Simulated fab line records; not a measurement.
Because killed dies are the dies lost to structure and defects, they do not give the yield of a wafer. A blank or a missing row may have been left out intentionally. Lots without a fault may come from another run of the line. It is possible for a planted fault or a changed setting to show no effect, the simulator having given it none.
A lot that was struck, set against a sound lot / flow berkeleyCmos170 / 14 steps out of a route of 331
Sound: these wafers, L277.1, L277.3, L277.4. Struck: wafers L280.2, L280.5, L280.6. The cause is given at the end.
Order at every step that has rows: each side's tool, ch and its chambers, its first start. Under that, the readings that differ: sound wafers / struck wafers / difference of the means / sigmas: that difference in standard deviations of wafers without a fault.
alike: a reading whose means differ by less than 2 such deviations, as well as words and numbers matching on both sides. not compared: withheld readings; readings where some wafer has no value; bounds like >300 that might hide an equal value; numbers whose values overlap and for which the record gives no deviation.
A row with sigmas, a row that says differs or no value, or rows on one side alone: a step with any of these is where the two part. Numbers that don't overlap but have no deviation are shown without sigmas and don't part them. A reading missing from all wafers of one side parts the sides only when that side holds two or more wafers.

first, 3 steps without rows for these wafers: UCB170_PSD_EXPOSE_03 (exposes mask PSELECT MOD, target cd 1200 nm); UCB170_PSD_PEB_04; UCB170_PSD_DEVELOP_05 (develop time 45 s).
UCB170_PSD_CD_MEAS_06 targets a cd of 1200 nm.
  sound on cdSem-02, day 7 04:08; struck on cdSem-01, day 7 17:49
  alike: cdNm
UCB170_PSD_OVL_MEAS_07:
  sound on overlay-02, day 7 04:15; struck on overlay-02, day 7 17:55
  alike: PSD_OVL
following that, these wafers have no rows for 1 step: UCB170_PSD_IMPLANT_08.
UCB170_PSD_STRIP_09: strips in O2.
  sound on plasmaAsher-03 ch 0,1, day 7 04:26; struck on plasmaAsher-03 ch 0,1, day 7 18:06
  alike: drypumpMotorCurrentA, oesProductAu, stripTimeToEndpointS
  not compared: rfHoursCounterH
UCB170_PSD_TW_MEAS_10:
  sound on filmMetro-04, day 7 04:32; struck on filmMetro-04, day 7 18:13
  alike: PSD_TW
then, 4 steps without rows for these wafers: UCB170_PSD_CLEAN_11 (cleans in SPM, time 600 s); UCB170_NSD_HMDS_00 (prime time 60 s); UCB170_NSD_COAT_01 (resist thk 900 nm); UCB170_NSD_SOFTBAKE_02 (time 60 s).
UCB170_NSD_EXPOSE_03: exposes mask NSELECT MOD, target cd 1200 nm.
  sound on krfScanner-02 ch 0, day 7 05:47; struck on krfScanner-02, day 7 19:02
  no value came back on the struck wafers for exposureDoseMJCm2, focusOffsetNm (nm), na, reticleTempC (C); on the sound wafers exposureDoseMJCm2 reads 29.98 29.94 29.98
  alike: mask
following that, these wafers have no rows for 1 step: UCB170_NSD_PEB_04.

WHERE THEY PART
UCB170_NSD_EXPOSE_03 only, going by this record.

WHY: whatever the simulator had introduced
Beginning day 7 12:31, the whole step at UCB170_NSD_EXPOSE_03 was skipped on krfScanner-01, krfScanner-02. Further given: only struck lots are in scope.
